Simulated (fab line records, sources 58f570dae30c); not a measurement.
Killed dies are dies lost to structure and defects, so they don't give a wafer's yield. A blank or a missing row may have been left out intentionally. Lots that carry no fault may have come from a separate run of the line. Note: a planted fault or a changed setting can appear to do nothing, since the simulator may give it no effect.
Which of the tools did it? :: flow berkeley cmos170 :: 42 wafers from 14 lots sampled at 6 of the route's 331 steps

WHAT THE GAUGES READ, wafer by wafer
UCB170_CONTACT_CD_MEAS_90: the cd target is 700 nm. Usual: cd nm reads 699.5 nm (standard deviation 1.6).
lot: L685
measured: day 7 13:55
on: cd sem-02
cd nm (nm): 699.0 700.7 701.5
flag: 

lot: L687
measured: day 7 16:31
on: cd sem-01
cd nm (nm): 699.2 698.1 699.3
flag: 

lot: L686
measured: day 7 17:03
on: cd sem-01
cd nm (nm): 698.9 697.0 698.1
flag: 

lot: L688
measured: day 7 22:40
on: cd sem-01
cd nm (nm): 699.3 699.3 697.1
flag: 

lot: L691
measured: day 8 17:32
on: cd sem-02
cd nm (nm): 698.7 699.1 699.0
flag: 

lot: L693
measured: day 8 23:15
on: cd sem-02
cd nm (nm): 698.2 697.8 695.9
flag: 

lot: L695
measured: day 9 10:22
on: cd sem-01
cd nm (nm): 701.0 701.7 701.6
flag: 

lot: L697
measured: day 9 12:17
on: cd sem-02
cd nm (nm): 696.7 697.4 700.0
flag: 

lot: L696
measured: day 9 14:14
on: cd sem-02
cd nm (nm): 697.3 698.0 697.9
flag: 

lot: L699
measured: day 10 00:09
on: cd sem-02
cd nm (nm): 700.1 700.6 700.3
flag: 

lot: L700
measured: day 10 03:43
on: cd sem-02
cd nm (nm): 698.0 700.0 700.1
flag: 

lot: L701
measured: day 10 15:54
on: cd sem-01
cd nm (nm): 702.4 699.5 702.4
flag: 

lot: L706
measured: day 11 04:13
on: cd sem-02
cd nm (nm): 698.1 695.3 696.8
flag: 

lot: L708
measured: day 11 18:27
on: cd sem-01
cd nm (nm): 700.2 696.9 697.3
flag: 

UCB170_M1_OVL_MEAS_10. Usual: for M1_OVL the level is 2 nm and the standard deviation is 5.5.
lot: L685
measured: day 7 15:28
on: overlay-01
M1_OVL (nm): -1 -8 -9
flag: 

lot: L687
measured: day 7 18:14
on: overlay-02
M1_OVL (nm): 1 4 2
flag: 

lot: L686
measured: day 7 18:34
on: overlay-02
M1_OVL (nm): 12 8 7
flag: 

lot: L688
measured: day 8 00:26
on: overlay-02
M1_OVL (nm): 0 5 4
flag: 

lot: L691
measured: day 8 19:04
on: overlay-02
M1_OVL (nm): 12 9 6
flag: 

lot: L693
measured: day 9 02:02
on: overlay-02
M1_OVL (nm): 11 6 10
flag: 

lot: L695
measured: day 9 12:30
on: overlay-01
M1_OVL (nm): 7 12 10
flag: 

lot: L697
measured: day 9 14:21
on: overlay-01
M1_OVL (nm): -8 -4 -3
flag: 

lot: L696
measured: day 9 19:23
on: overlay-02
M1_OVL (nm): -7 -1 2
flag: 

lot: L699
measured: day 10 01:44
on: overlay-02
M1_OVL (nm): 1 5 2
flag: 

lot: L700
measured: day 10 06:43
on: overlay-02
M1_OVL (nm): -5 -5 -12
flag: 

lot: L701
measured: day 10 18:28
on: overlay-02
M1_OVL (nm): -6 -1 1
flag: 

lot: L706
measured: day 11 05:50
on: overlay-01
M1_OVL (nm): 7 4 2
flag: 

lot: L708
measured: day 11 20:46
on: overlay-01
M1_OVL (nm): 8 8 6
flag: 

UCB170_V1_THK_MEAS_04. Usual: for V1_POLISHED_THK the level is 999.2 nm and the standard deviation is 1.2.
lot: L685
measured: day 7 19:50
on: film metro-02
V1_POLISHED_THK (nm): 1000.2 999.3 998.7
flag: 

lot: L687
measured: day 8 01:34
on: film metro-03
V1_POLISHED_THK (nm): 998.5 998.6 999.5
flag: 

lot: L686
measured: day 8 01:52
on: film metro-02
V1_POLISHED_THK (nm): 1000.2 999.9 998.1
flag: 

lot: L688
measured: day 8 05:52
on: film metro-01
V1_POLISHED_THK (nm): 999.0 998.3 997.8
flag: 

lot: L691
measured: day 8 23:35
on: film metro-03
V1_POLISHED_THK (nm): 999.5 999.6 1000.0
flag: 

lot: L693
measured: day 9 07:35
on: film metro-03
V1_POLISHED_THK (nm): 1002.3 1000.8 1000.6
flag: 

lot: L695
measured: day 9 15:47
on: film metro-01
V1_POLISHED_THK (nm): 1000.9 999.8 999.6
flag: 

lot: L697
measured: day 9 17:05
on: film metro-01
V1_POLISHED_THK (nm): 1000.1 1001.0 1000.0
flag: 

lot: L696
measured: day 9 22:34
on: film metro-03
V1_POLISHED_THK (nm): 923.8 999.0 999.1
flag: OFF

lot: L699
measured: day 10 07:28
on: film metro-03
V1_POLISHED_THK (nm): 924.3 999.5 999.2
flag: OFF

lot: L700
measured: day 10 10:17
on: film metro-03
V1_POLISHED_THK (nm): 997.6 997.8 997.8
flag: 

lot: L701
measured: day 10 21:46
on: film metro-01
V1_POLISHED_THK (nm): 998.3 999.1 996.4
flag: 

lot: L706
measured: day 11 08:49
on: film metro-03
V1_POLISHED_THK (nm): 1000.1 999.5 1000.7
flag: 

lot: L708
measured: day 11 23:35
on: film metro-02
V1_POLISHED_THK (nm): 998.9 997.6 999.0
flag: 

UCB170_M2_RS_MEAS_02: measurement is done with a four-point probe. Usual: for M2_AL_RS the level is 0.0322 ohm/sq and the standard deviation is 0.00042.
lot: L685
measured: day 7 21:58
on: film metro-03
M2_AL_RS (ohm/sq): 0.0321 0.0316 0.0318
flag: 

lot: L687
measured: day 8 03:58
on: film metro-02
M2_AL_RS (ohm/sq): 0.0320 0.0322 0.0323
flag: 

lot: L686
measured: day 8 05:34
on: film metro-04
M2_AL_RS (ohm/sq): 0.0320 0.0316 0.0319
flag: 

lot: L688
measured: day 8 08:02
on: film metro-03
M2_AL_RS (ohm/sq): 0.0324 0.0324 0.0325
flag: 

lot: L691
measured: day 9 02:21
on: film metro-04
M2_AL_RS (ohm/sq): 0.0322 0.0327 0.0328
flag: 

lot: L693
measured: day 9 09:52
on: film metro-03
M2_AL_RS (ohm/sq): 0.0319 0.0312 0.0318
flag: 

lot: L695
measured: day 9 20:01
on: film metro-02
M2_AL_RS (ohm/sq): 0.0327 0.0319 0.0321
flag: 

lot: L697
measured: day 9 20:35
on: film metro-03
M2_AL_RS (ohm/sq): 0.0317 0.0318 0.0317
flag: 

lot: L696
measured: day 10 00:58
on: film metro-02
M2_AL_RS (ohm/sq): 0.0319 0.0328 0.0325
flag: 

lot: L699
measured: day 10 09:37
on: film metro-04
M2_AL_RS (ohm/sq): 0.0317 0.0315 0.0316
flag: 

lot: L700
measured: day 10 12:21
on: film metro-02
M2_AL_RS (ohm/sq): 0.0325 0.0323 0.0325
flag: 

lot: L701
measured: day 11 00:11
on: film metro-02
M2_AL_RS (ohm/sq): 0.0323 0.0325 0.0320
flag: 

lot: L706
measured: day 11 12:14
on: film metro-03
M2_AL_RS (ohm/sq): 0.0320 0.0316 0.0315
flag: 

lot: L708
measured: day 12 01:40
on: film metro-03
M2_AL_RS (ohm/sq): 0.0326 0.0326 0.0323
flag: 

WHICH TOOL RAN EACH LOT (tool, then ch and the chambers of the sampled wafers, then the start)
lot: L685
UCB170_V1_CMP_02: cmp-02 ch 0,2,3, day 7 19:25
UCB170_V1_ETCH_14: rie diel-01 ch 1,2,3, day 7 21:26

lot: L687
UCB170_V1_CMP_02: cmp-02 ch 0,1,2, day 8 01:09
UCB170_V1_ETCH_14: rie diel-03 ch 0,1,2, day 8 03:25

lot: L686
UCB170_V1_CMP_02: cmp-02 ch 0,2,3, day 8 01:30
UCB170_V1_ETCH_14: rie diel-03 ch 0,2,3, day 8 05:01

lot: L688
UCB170_V1_CMP_02: cmp-01 ch 0,3, day 8 05:26
UCB170_V1_ETCH_14: rie diel-01 ch 0,1,2, day 8 07:28

lot: L691
UCB170_V1_CMP_02: cmp-02 ch 0,2,3, day 8 23:08
UCB170_V1_ETCH_14: rie diel-03 ch 0,2,3, day 9 01:46

lot: L693
UCB170_V1_CMP_02: cmp-02 ch 1,2, day 9 07:12
UCB170_V1_ETCH_14: rie diel-02 ch 1,3, day 9 09:16

lot: L695
UCB170_V1_CMP_02: cmp-02 ch 0,2,3, day 9 15:22
UCB170_V1_ETCH_14: rie diel-03 ch 1,2,3, day 9 19:28

lot: L697
UCB170_V1_CMP_02: cmp-01 ch 0,1,2, day 9 16:40
UCB170_V1_ETCH_14: rie diel-01 ch 1,3, day 9 20:01

lot: L696
UCB170_V1_CMP_02: cmp-01 ch 0,1,3, day 9 22:14
UCB170_V1_ETCH_14: rie diel-02 ch 0,1, day 10 00:25

lot: L699
UCB170_V1_CMP_02: cmp-01 ch 1,2,3, day 10 07:11
UCB170_V1_ETCH_14: rie diel-01 ch 0,2,3, day 10 09:03

lot: L700
UCB170_V1_CMP_02: cmp-02 ch 0,1,3, day 10 09:58
UCB170_V1_ETCH_14: rie diel-02 ch 1,2, day 10 11:48

lot: L701
UCB170_V1_CMP_02: cmp-02 ch 0,1,3, day 10 21:26
UCB170_V1_ETCH_14: rie diel-02 ch 0,1,3, day 10 23:38

lot: L706
UCB170_V1_CMP_02: cmp-02 ch 0,2,3, day 11 08:31
UCB170_V1_ETCH_14: rie diel-01 ch 0,2,3, day 11 11:33

lot: L708
UCB170_V1_CMP_02: cmp-02 ch 0,1, day 11 23:12
UCB170_V1_ETCH_14: rie diel-01 ch 1,2, day 12 01:07
- UCB170_V1_CMP_02: polishes SiO2.
- UCB170_V1_ETCH_14: etches SiO2 in CHF3/CF4/Ar, stops on Al, target depth 1250 nm, time 291 s.

WHAT THE TOOLS THEMSELVES READ (means of the sampled wafers that have a number; where no wafer has one, the mark that the record gives instead)
UCB170_V1_CMP_02. Usual: head pressure psi 5.999 psi, standard deviation 0.013; motor current A 15.0 A, standard deviation 1.4; platen rpm 60.00 rpm, standard deviation 0.038.
lot: L685
tool: cmp-02
head pressure psi (psi): 5.987
motor current A (A): 14.4
platen rpm (rpm): 59.98
flag: 

lot: L687
tool: cmp-02
head pressure psi (psi): 5.999
motor current A (A): 14.6
platen rpm (rpm): 60.04
flag: 

lot: L686
tool: cmp-02
head pressure psi (psi): 5.996
motor current A (A): 14.3
platen rpm (rpm): 60.00
flag: 

lot: L688
tool: cmp-01
head pressure psi (psi): 6.003
motor current A (A): 14.9
platen rpm (rpm): 60.04
flag: 

lot: L691
tool: cmp-02
head pressure psi (psi): 6.002
motor current A (A): 14.6
platen rpm (rpm): 60.01
flag: 

lot: L693
tool: cmp-02
head pressure psi (psi): 6.005
motor current A (A): 15.0
platen rpm (rpm): 59.97
flag: 

lot: L695
tool: cmp-02
head pressure psi (psi): 5.996
motor current A (A): 14.4
platen rpm (rpm): 60.01
flag: 

lot: L697
tool: cmp-01
head pressure psi (psi): 6.003
motor current A (A): 14.8
platen rpm (rpm): 59.95
flag: 

lot: L696
tool: cmp-01
head pressure psi (psi): 5.992
motor current A (A): 15.2
platen rpm (rpm): 60.02
flag: 

lot: L699
tool: cmp-01
head pressure psi (psi): 5.995
motor current A (A): 15.7
platen rpm (rpm): 60.00
flag: 

lot: L700
tool: cmp-02
head pressure psi (psi): 6.012
motor current A (A): 15.3
platen rpm (rpm): 60.01
flag: 

lot: L701
tool: cmp-02
head pressure psi (psi): 5.996
motor current A (A): 15.3
platen rpm (rpm): 60.02
flag: 

lot: L706
tool: cmp-02
head pressure psi (psi): 5.987
motor current A (A): 14.6
platen rpm (rpm): 60.00
flag: 

lot: L708
tool: cmp-02
head pressure psi (psi): 6.003
motor current A (A): 15.9
platen rpm (rpm): 60.00
flag: 

UCB170_V1_ETCH_14. Usual: drypump motor current A 5.8 A, standard deviation 0.39; oes product au 0.874 a.u., standard deviation 0.011; throttle valve pct 6.99 %, standard deviation 0.1.
lot: L685
tool: rie diel-01
drypump motor current A (A): 6.0
oes product au (a.u.): 0.870
throttle valve pct (%): 7.07
flag: 

lot: L687
tool: rie diel-03
drypump motor current A (A): 5.9
oes product au (a.u.): 0.877
throttle valve pct (%): 6.89
flag: 

lot: L686
tool: rie diel-03
drypump motor current A (A): 6.0
oes product au (a.u.): 0.880
throttle valve pct (%): 6.91
flag: 

lot: L688
tool: rie diel-01
drypump motor current A (A): 6.1
oes product au (a.u.): 0.870
throttle valve pct (%): 7.08
flag: 

lot: L691
tool: rie diel-03
drypump motor current A (A): 5.9
oes product au (a.u.): 0.884
throttle valve pct (%): 6.92
flag: 

lot: L693
tool: rie diel-02
drypump motor current A (A): 5.4
oes product au (a.u.): 0.864
throttle valve pct (%): 6.91
flag: 

lot: L695
tool: rie diel-03
drypump motor current A (A): 6.0
oes product au (a.u.): 0.880
throttle valve pct (%): 6.98
flag: 

lot: L697
tool: rie diel-01
drypump motor current A (A): 6.2
oes product au (a.u.): 0.878
throttle valve pct (%): 7.04
flag: 

lot: L696
tool: rie diel-02
drypump motor current A (A): 5.6
oes product au (a.u.): 0.867
throttle valve pct (%): 6.97
flag: 

lot: L699
tool: rie diel-01
drypump motor current A (A): 5.8
oes product au (a.u.): 0.864
throttle valve pct (%): 7.02
flag: 

lot: L700
tool: rie diel-02
drypump motor current A (A): 5.1
oes product au (a.u.): 0.864
throttle valve pct (%): 7.03
flag: 

lot: L701
tool: rie diel-02
drypump motor current A (A): 5.5
oes product au (a.u.): 0.871
throttle valve pct (%): 6.95
flag: 

lot: L706
tool: rie diel-01
drypump motor current A (A): 5.8
oes product au (a.u.): 0.878
throttle valve pct (%): 7.03
flag: 

lot: L708
tool: rie diel-01
drypump motor current A (A): 6.3
oes product au (a.u.): 0.871
throttle valve pct (%): 7.10
flag: 

THE ANSWER, worked out from the rows above alone
Rule: lot off if the mean of its wafers having a number is beyond 3 standard deviations from the usual mean. A lot without any number at a reading at which 4 lots or more have one is off too. All remaining lots with rows at the step are treated as sound. First the gauges in route order, then the tools' own readings, where a lot's mean is used as printed above. The first step at which some lot is off is used, and at that step the reading that is off furthest; a lot without a number counts as furthest.
Off: L696, L699, seen at UCB170_V1_THK_MEAS_04 (V1_POLISHED_THK).
If a tool, at a process step before that reading, ran all the lots that are off and no sound lot after the first of them, it fits. The gauges at UCB170_V1_THK_MEAS_04 are tried like those tools. One candidate fits, namely cmp-01 at UCB170_V1_CMP_02. Its last sound lot is L697 (day 9 16:40), its first lot that is off L696 (day 9 22:14): a fault that began between those two fits.

WHAT THE SIMULATOR HAD PUT IN
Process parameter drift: cmp-01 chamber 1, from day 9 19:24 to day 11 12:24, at UCB170_V1_CMP_02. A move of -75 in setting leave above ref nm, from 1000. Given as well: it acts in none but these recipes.
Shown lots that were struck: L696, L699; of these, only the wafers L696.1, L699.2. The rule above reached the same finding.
